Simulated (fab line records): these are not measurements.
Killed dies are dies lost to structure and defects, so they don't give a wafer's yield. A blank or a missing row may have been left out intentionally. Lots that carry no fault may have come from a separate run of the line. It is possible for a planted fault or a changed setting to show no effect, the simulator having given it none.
2 desks looking at one fault / flow rit_cmos / each desk holds nothing but its own numbers, with what lay behind them at the end

METROLOGY DESK
What the gauges read for every lot (on any tool): the sampled wafers with a number, averaged. A lot is out of limits, marked OUT, if its mean lies more than 4 standard deviations from the usual mean; the brackets give that distance.
Columns: A = INCOMING_BOW at RIT_ACTIVE_BOW_MEAS_00, usual 0 um; B = PRETRO_OVL at RIT_PRETRO_OVL_MEAS_06, usual 2.1 nm; C = PLDD_RS at RIT_SDANNEAL_RS_MEAS_06, usual 178.7 ohm/sq; D = M1_AL_RS at RIT_M1_RS_MEAS_01, usual 0.0736 ohm/sq; E = M1_AL_THK at RIT_M1_THK_MEAS_02, usual 405 nm
lot=L209; first seen here=day 1 10:02; A=2; B=2.4; C=179.1; D=0.0733; E=405
lot=L210; first seen here=day 1 15:01; A=0; B=1.3; C=179.2; D=0.0734; E=405
lot=L211; first seen here=day 1 20:01; A=1; B=0.9; C=178.7; D=0.0741; E=402
lot=L212; first seen here=day 2 01:00; A=-5; B=2.6; C=178.7; D=0.0736; E=405
lot=L215; first seen here=day 2 16:00; A=0; B=1.1; C=178.8; D=0.0582 (-24) OUT; E=507 (+26) OUT
lot=L217; first seen here=day 3 02:02; A=6; B=2.5; C=178.8; D=0.0586 (-23) OUT; E=501 (+25) OUT
lot=L218; first seen here=day 3 07:02; A=2; B=3.0; C=178.3; D=0.0739; E=402
lot=L223; first seen here=day 4 08:00; A=-0; B=2.4; C=179.4; D=0.0732; E=407
lot=L225; first seen here=day 4 18:04; A=4; B=0.4; C=178.4; D=0.0739; E=405
lot=L227; first seen here=day 5 04:00; A=1; B=3.6; C=178.8; D=0.0739; E=404
lot=L228; first seen here=day 5 09:02; A=6; B=0.7; C=178.4; D=0.0720; E=413
lot=L229; first seen here=day 5 14:04; A=3; B=2.1; C=177.8; D=0.0739; E=403
lot=L230; first seen here=day 5 19:02; A=2; B=1.4; C=177.7; D=0.0733; E=407
lot=L232; first seen here=day 6 05:01; A=-1; B=1.1; C=179.0; D=0.0737; E=404
This desk's finding: out of limits on L215, L217; first on L215, day 4 10:25 (M1_AL_RS at RIT_M1_RS_MEAS_01). In limits: L209, L210, L211, L212, L218, L223, L225, L227, L228, L229, L230, L232.

AT THE TOOL OWNER'S DESK: pvd_sputter-01
The tool's own readings at RIT_M1_SPUTTER_00 (material Al, target thk 400 nm, time 500 s): means of the sampled wafers that have a number, for each lot that ran on this tool. A lot is out of limits, marked OUT, if its mean lies more than 4 standard deviations from the usual mean; the brackets give that distance.
Columns: A = throttle_valve_pct at RIT_M1_SPUTTER_00, usual 29.9 %
lot=L211; first seen here=day 3 15:09; A=29.9
lot=L215; first seen here=day 4 10:08; A=29.7
lot=L217; first seen here=day 4 21:22; A=29.7
lot=L228; first seen here=day 7 05:01; A=30.5
lot=L230; first seen here=day 7 18:32; A=29.3
Finding of this desk: none of the 5 lots has anything out of limits.

BROUGHT TOGETHER
Metrology desk: alarm possible at day 4 10:25 on L215, L217.
Nothing out of limits was seen by the tool owner's desk.
On record at the tool owner's desk: L215, L217, within its limits.
Every lot named ran RIT_M1_SPUTTER_00 on pvd_sputter-01.

WHAT HAD BEEN PUT IN BY THE SIMULATOR
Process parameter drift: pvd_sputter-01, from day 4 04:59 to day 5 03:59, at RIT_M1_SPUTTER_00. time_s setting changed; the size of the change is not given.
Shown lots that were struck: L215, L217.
Delay in hours, fault start to first out-of-limits reading, per desk: metrology desk 5.
